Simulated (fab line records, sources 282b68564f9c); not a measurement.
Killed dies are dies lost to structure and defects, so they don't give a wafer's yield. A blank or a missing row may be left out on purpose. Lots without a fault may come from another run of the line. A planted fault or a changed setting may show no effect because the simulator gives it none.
A struck lot beside a sound one | flow rit_cmos | 14 steps out of a route of 202
Sound: wafers L552.2, L552.3, L552.5. Struck: wafers L558.3, L558.4, L558.5. The cause comes at the end.
At each step with rows: each side's tool, then ch and its chambers, then its first start. Under that, the readings that differ: sound wafers | struck wafers | difference of the means | sigmas: that difference in standard deviations of wafers without a fault.
alike: readings whose means differ by less than 2 such deviations, and words and numbers that are the same on both sides. not compared: withheld readings, readings that some wafer has no value for, bounds like >300 that may hide the same value, and numbers for which the record gives no deviation and whose values overlap.
The two part at a step that has a row with sigmas, a row that says differs or no value, or rows on one side only. Numbers that don't overlap but have no deviation are shown without sigmas and don't part them. A reading that every wafer of one side lacks parts them only if that side has two wafers or more.

first, 1 step without rows for these wafers: RIT_NLDD_IMPLANT_08.
RIT_NLDD_STRIP_09: strips in O2, time 180 s.
  sound on plasma_asher-03 ch 0, day 3 05:07; struck on plasma_asher-04 ch 0,1, day 4 11:55
  alike: chamber_pressure_mTorr, drypump_motor_current_A
  not compared: rf_hours_counter_h
RIT_NLDD_TW_MEAS_10:
  sound on film_metro-02, day 3 05:18; struck on film_metro-04, day 4 12:04
  alike: NLDD_TW
then, 6 steps without rows for these wafers: RIT_PLDD_HMDS_00 (prime time 60 s); RIT_PLDD_COAT_01 (resist thk 1000 nm); RIT_PLDD_SOFTBAKE_02 (time 60 s); RIT_PLDD_EXPOSE_03 (exposes mask M8, target cd 40900 nm); RIT_PLDD_PEB_04; RIT_PLDD_DEVELOP_05 (develop time 50 s).
RIT_PLDD_OVL_MEAS_06:
  sound on overlay-01, day 3 06:23; struck on overlay-02, day 4 12:58
  alike: PLDD_OVL
then, 2 steps without rows for these wafers: RIT_PLDD_HARDBAKE_07 (time 60 s); RIT_PLDD_IMPLANT_08.
RIT_PLDD_STRIP_09: strips in O2, time 180 s.
  sound on plasma_asher-03 ch 0,1, day 3 06:43; struck on plasma_asher-04 ch 0,1, day 4 13:21
  no value came back on the struck wafers for chamber_pressure_mTorr (mTorr), drypump_motor_current_A (A); on the sound wafers chamber_pressure_mTorr (mTorr) reads 3997 3998 4008
  reading                                   | sound | struck            | difference | sigmas
  model.NOVOLAK_of_PLDD_COAT_01.thk_nm (nm) | 0 0 0 | 886.7 890.1 887.6 | +888.1     |
  not compared: rf_hours_counter_h
RIT_PLDD_TW_MEAS_10:
  sound on film_metro-04, day 3 06:55; struck on film_metro-04, day 4 13:29
  alike: PLDD_TW

WHERE THEY PART
Only at RIT_PLDD_STRIP_09, within this record. Later steps at which nothing parts them and some readings are alike: RIT_PLDD_TW_MEAS_10.

WHY: what the simulator had put in
Skipped step whole: plasma_asher-04, from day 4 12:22 on, at RIT_PLDD_STRIP_09. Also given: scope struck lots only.
